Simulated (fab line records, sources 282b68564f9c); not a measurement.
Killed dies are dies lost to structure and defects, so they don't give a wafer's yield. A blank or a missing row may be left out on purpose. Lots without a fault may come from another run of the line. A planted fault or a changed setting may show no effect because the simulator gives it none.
A struck lot beside a sound one | flow rit_cmos | 15 steps out of a route of 202
Sound: wafers L230.1, L230.2, L230.4. Struck: wafers L237.1, L237.2, L237.3. The cause comes at the end.
At each step with rows: each side's tool, then ch and its chambers, then its first start. Under that, the readings that differ: sound wafers | struck wafers | difference of the means | sigmas: that difference in standard deviations of wafers without a fault.
alike: readings whose means differ by less than 2 such deviations, and words and numbers that are the same on both sides. not compared: withheld readings, readings that some wafer has no value for, bounds like >300 that may hide the same value, and numbers for which the record gives no deviation and whose values overlap.
The two part at a step that has a row with sigmas, a row that says differs or no value, or rows on one side only. Numbers that don't overlap but have no deviation are shown without sigmas and don't part them. A reading that every wafer of one side lacks parts them only if that side has two wafers or more.

RIT_CONTACT_OVL_MEAS_09:
  sound on overlay-02, day 4 21:52; struck on overlay-01, day 6 06:41
  alike: CONTACT_OVL
then, 1 step without rows for these wafers: RIT_CONTACT_HARDBAKE_10 (time 60 s).
RIT_CONTACT_ETCH_11: etches SiO2 in CHF3/CF4/Ar, stops on TiSi2, target depth 480 nm, time 320 s.
  sound on rie_diel-02 ch 0,2,3, day 4 22:04; struck on rie_diel-03 ch 0,1,3, day 6 06:52
  alike: drypump_motor_current_A, oes_product_au, throttle_valve_pct
  not compared: rf_hours_counter_h
RIT_CONTACT_STRIP_12: strips in O2, time 180 s.
  sound on plasma_asher-02 ch 0,1, day 4 22:15; struck on plasma_asher-04 ch 0,1, day 6 07:04
  alike: drypump_motor_current_A
  not compared: rf_hours_counter_h
RIT_CONTACT_CD_MEAS_90: target cd 1000 nm.
  sound on cd_sem-02, day 4 22:26; struck on cd_sem-02, day 6 07:14
  alike: cd_nm
then, 2 steps without rows for these wafers: RIT_CONTACT_CLEAN_13 (cleans in SC1, time 600 s); RIT_CONTACT_CLEAN_14 (cleans in SC2, time 600 s).
RIT_M1_SPUTTER_00: material Al, target thk 400 nm, time 500 s.
  sound on pvd_sputter-02, day 4 22:55; struck on pvd_sputter-02, day 6 07:43
  alike: cathode_dc_power_W, throttle_valve_pct
RIT_M1_RS_MEAS_01: measures by four-point-probe.
  sound on film_metro-04, day 4 23:13; struck on film_metro-04, day 6 08:01
  alike: M1_AL_RS
RIT_M1_THK_MEAS_02: measures by xrf.
  sound on film_metro-04, day 4 23:20; struck on film_metro-04, day 6 08:08
  alike: M1_AL_THK
then, 2 steps without rows for these wafers: RIT_M1_HMDS_03 (prime time 60 s); RIT_M1_COAT_04 (resist thk 1300 nm).
RIT_M1_SOFTBAKE_05: time 60 s.
  sound on litho_track-01 ch 0, day 4 23:41; struck on litho_track-01 ch 0, day 6 08:29
  reading                  | sound             | struck            | difference | sigmas
  heater_power_total_W (W) | 34.54 34.51 34.57 | 35.48 35.51 35.54 | +0.97      | +18
  run_length_s (s)         | 89.43 89.73 89.55 | 84.15 84.22 84.21 | -5.38      | -27
then, 1 step without rows for these wafers: RIT_M1_EXPOSE_06 (exposes mask M12, target cd 2600 nm).
RIT_M1_PROBE_99:
  sound on prober-01, day 5 03:03; struck on prober-02, day 6 12:01
  alike: defect_limited_yield, killed_at_contacts, killed_at_front_end, killed_dies, killed_open, killed_short, sort_bin_3_pad_short, sort_bin_5_function, sort_bin_6_memory, sort_n_pass, sort_yield_pct

WHERE THEY PART
Only at RIT_M1_SOFTBAKE_05, within this record. Later steps at which nothing parts them and some readings are alike: RIT_M1_PROBE_99.

WHY: what the simulator had put in
Process parameter drift: litho_track-01, from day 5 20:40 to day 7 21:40, at RIT_M1_SOFTBAKE_05. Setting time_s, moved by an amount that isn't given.
